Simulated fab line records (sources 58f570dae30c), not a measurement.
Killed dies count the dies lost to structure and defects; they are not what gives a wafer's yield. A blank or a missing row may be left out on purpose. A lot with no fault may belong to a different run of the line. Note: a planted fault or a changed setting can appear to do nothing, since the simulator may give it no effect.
Which tool was responsible? ; flow berkeleyCmos170 ; 14 lots, 42 wafers sampled, at 4 steps of a route of 331

== WHAT EACH GAUGE READ, for each wafer ==
No reading from a measuring or inspecting step in the record can be judged against a usual standard deviation.

== WHICH TOOL RAN EACH LOT (tool, then ch and the chambers of the sampled wafers, then the start) ==
lot;UCB170_NWELL_ETCH_13;UCB170_BACKSIDE_STRIP_03;UCB170_CONTACT_STRIP_19;UCB170_M3_ETCH_17
L603;rieDiel-03 ch 0,1,2, day 2 17:50;plasmaAsher-01 ch 0,1, day 7 08:29;plasmaAsher-03 ch 0,1, day 7 17:53;rieDiel-02 ch 0,1,2, day 8 13:04
L607;rieDiel-04 ch 2,3, day 3 05:14;plasmaAsher-04 ch 0,1, day 7 21:11;plasmaAsher-03 ch 1, day 8 02:39;rieDiel-03 ch 1,3, day 8 23:17
L606;rieDiel-01 ch 0,2,3, day 3 05:31;plasmaAsher-02 ch 0,1, day 7 22:52;plasmaAsher-02 ch 0,1, day 8 04:55;rieDiel-03 ch 0,1,2, day 8 23:50
L609;rieDiel-03 ch 0,1,2, day 3 09:32;plasmaAsher-04 ch 0,1, day 7 21:43;plasmaAsher-01 ch 0,1, day 8 04:21;rieDiel-04 ch 0,1,3, day 8 23:34
L610;rieDiel-01 ch 2,3, day 3 18:14;plasmaAsher-01 ch 0, day 8 05:51;-;-
L612;rieDiel-03 ch 1,2, day 3 22:01;plasmaAsher-01 ch 0,1, day 8 05:23;plasmaAsher-01 ch 0,1, day 8 13:35;rieDiel-03 ch 1,2, day 9 09:03
L611;rieDiel-01 ch 0,2, day 3 22:17;plasmaAsher-02 ch 0,1, day 8 05:50;plasmaAsher-01 ch 0,1, day 8 15:29;rieDiel-04 ch 0,1,2, day 9 10:39
L613;rieDiel-03 ch 0,1,2, day 4 07:41;plasmaAsher-01 ch 0,1, day 8 22:07;-;-
L617;rieDiel-03 ch 1,2,3, day 5 11:12;plasmaAsher-01 ch 0,1, day 9 14:01;plasmaAsher-01 ch 0,1, day 9 21:55;rieDiel-04 ch 1,2, day 10 16:33
L622;rieDiel-03 ch 0,1,2, day 6 09:28;plasmaAsher-01 ch 0,1, day 10 23:25;plasmaAsher-03 ch 0,1, day 11 06:26;rieDiel-03 ch 0,1,3, day 12 04:19
L623;rieDiel-01 ch 1,2,3, day 6 09:44;plasmaAsher-04 ch 0,1, day 11 00:21;plasmaAsher-01 ch 0,1, day 11 06:44;rieDiel-03 ch 0,1,2, day 12 05:51
L624;rieDiel-01 ch 0,1, day 6 16:12;plasmaAsher-02 ch 0,1, day 10 23:53;plasmaAsher-02 ch 0,1, day 11 06:34;rieDiel-02 ch 0,1,2, day 12 03:26
L625;rieDiel-04 ch 1,2,3, day 6 17:34;plasmaAsher-01 ch 0,1, day 11 00:28;plasmaAsher-03 ch 0,1, day 11 07:09;rieDiel-04 ch 0,3, day 12 05:37
L626;rieDiel-01 ch 0,1,3, day 6 23:35;plasmaAsher-01 ch 0,1, day 11 08:41;plasmaAsher-03 ch 0,1, day 11 14:13;rieDiel-02 ch 1,2,3, day 12 10:53
- UCB170_NWELL_ETCH_13: etches Si3N4 in CH3F/Ar/O2, stops on SiO2, target depth 246.4 nm, time 154 s.
- UCB170_BACKSIDE_STRIP_03: strips in O2.
- UCB170_CONTACT_STRIP_19: strips in O2.
- UCB170_M3_ETCH_17: etches BARC in N2/H2.

== AS READ BY THE TOOLS THEMSELVES (means over the sampled wafers that have a number; for cases with no such wafer, the mark the record gives instead) ==
UCB170_NWELL_ETCH_13.
lot;tool;drypumpMotorCurrentA (A);oesProductAu (a.u.);throttleValvePct (%)
L603;rieDiel-03;6.0;0.942;7.99
L607;rieDiel-04;5.7;0.944;8.08
L606;rieDiel-01;5.8;0.953;8.07
L609;rieDiel-03;6.0;0.945;8.00
L610;rieDiel-01;5.6;0.965;8.09
L612;rieDiel-03;5.9;0.936;8.03
L611;rieDiel-01;6.0;0.927;8.17
L613;rieDiel-03;6.0;0.949;7.99
L617;rieDiel-03;5.7;0.949;8.01
L622;rieDiel-03;6.0;0.933;7.98
L623;rieDiel-01;5.7;0.944;8.12
L624;rieDiel-01;5.9;0.943;8.01
L625;rieDiel-04;5.8;0.949;8.10
L626;rieDiel-01;5.7;0.951;8.01

UCB170_BACKSIDE_STRIP_03.
lot;tool;chamberPressureMTorr (mTorr);drypumpMotorCurrentA (A);oesProductAu (a.u.);stripTimeToEndpointS (s)
L603;plasmaAsher-01;3503;6.0;0.737;21.91
L607;plasmaAsher-04;3500;6.4;0.734;21.95
L606;plasmaAsher-02;3500;6.1;0.734;21.97
L609;plasmaAsher-04;3499;6.4;0.734;22.01
L610;plasmaAsher-01;-;-;-;-
L612;plasmaAsher-01;3500;6.0;0.731;22.02
L611;plasmaAsher-02;3500;5.8;0.731;21.98
L613;plasmaAsher-01;-;-;-;-
L617;plasmaAsher-01;3502;6.0;0.737;21.91
L622;plasmaAsher-01;3497;6.1;0.731;22.00
L623;plasmaAsher-04;3500;6.4;0.732;22.12
L624;plasmaAsher-02;3502;6.1;0.735;21.99
L625;plasmaAsher-01;3500;6.1;0.732;21.86
L626;plasmaAsher-01;3501;6.1;0.734;21.99

UCB170_CONTACT_STRIP_19.
lot;tool;chamberPressureMTorr (mTorr);drypumpMotorCurrentA (A);oesProductAu (a.u.)
L603;plasmaAsher-03;3498;5.3;0.725
L607;plasmaAsher-03;3503;5.4;0.727
L606;plasmaAsher-02;3500;6.1;0.725
L609;plasmaAsher-01;3497;6.0;0.728
L612;plasmaAsher-01;3500;6.0;0.726
L611;plasmaAsher-01;3502;6.0;0.724
L617;plasmaAsher-01;3497;6.0;0.724
L622;plasmaAsher-03;3500;5.3;0.722
L623;plasmaAsher-01;3500;6.0;0.726
L624;plasmaAsher-02;3498;5.8;0.725
L625;plasmaAsher-03;3501;5.3;0.726
L626;plasmaAsher-03;3501;5.3;0.725

UCB170_M3_ETCH_17.
lot;tool;drypumpMotorCurrentA (A);oesProductAu (a.u.);throttleValvePct (%)
L603;rieDiel-02;5.9;0.981;13.14
L607;rieDiel-03;5.5;1.028;13.26
L606;rieDiel-03;6.0;1.006;13.17
L609;rieDiel-04;5.9;0.993;13.40
L612;rieDiel-03;5.9;0.997;13.27
L611;rieDiel-04;5.7;1.009;13.43
L617;rieDiel-04;5.7;1.013;13.47
L622;rieDiel-03;5.8;1.005;13.18
L623;rieDiel-03;6.0;0.992;13.17
L624;rieDiel-02;5.9;0.992;13.15
L625;rieDiel-04;6.1;0.996;13.27
L626;rieDiel-02;5.7;0.979;13.20

== THE ANSWER, worked out from the rows above alone ==
Rule: what is usual is taken from the lots themselves. The widest of any qualifying gaps counts: lots, ordered by their means at a reading, are off when they make up no more than a third of the lots, leave a main group of 4 or more, and stand apart from it by 3 or more times the standard deviation of that group's means. A main group whose means are all the same, to the digits that the tables above print for the reading, isn't used. Also off: a lot with no number at a reading for which 4 or more lots have one. The other lots that the step has rows for count as sound. The gauges are gone through in route order, then the tools' own readings, and for those a lot's mean is taken as printed above. At the first step where some lot is off, the reading lying furthest off is the one used; lots without a number count as furthest.
Off at UCB170_BACKSIDE_STRIP_03 (chamberPressureMTorr): L610, L613. Without a number there: L610, L613. The main group has a mean of 3500 mTorr with a standard deviation of 1.5.
If a tool, at that step or one of the process steps before it, ran each lot that is off and ran no sound lot following the first of them, it fits. None of those tried fits.

== WHAT THE SIMULATOR HAD INSERTED ==
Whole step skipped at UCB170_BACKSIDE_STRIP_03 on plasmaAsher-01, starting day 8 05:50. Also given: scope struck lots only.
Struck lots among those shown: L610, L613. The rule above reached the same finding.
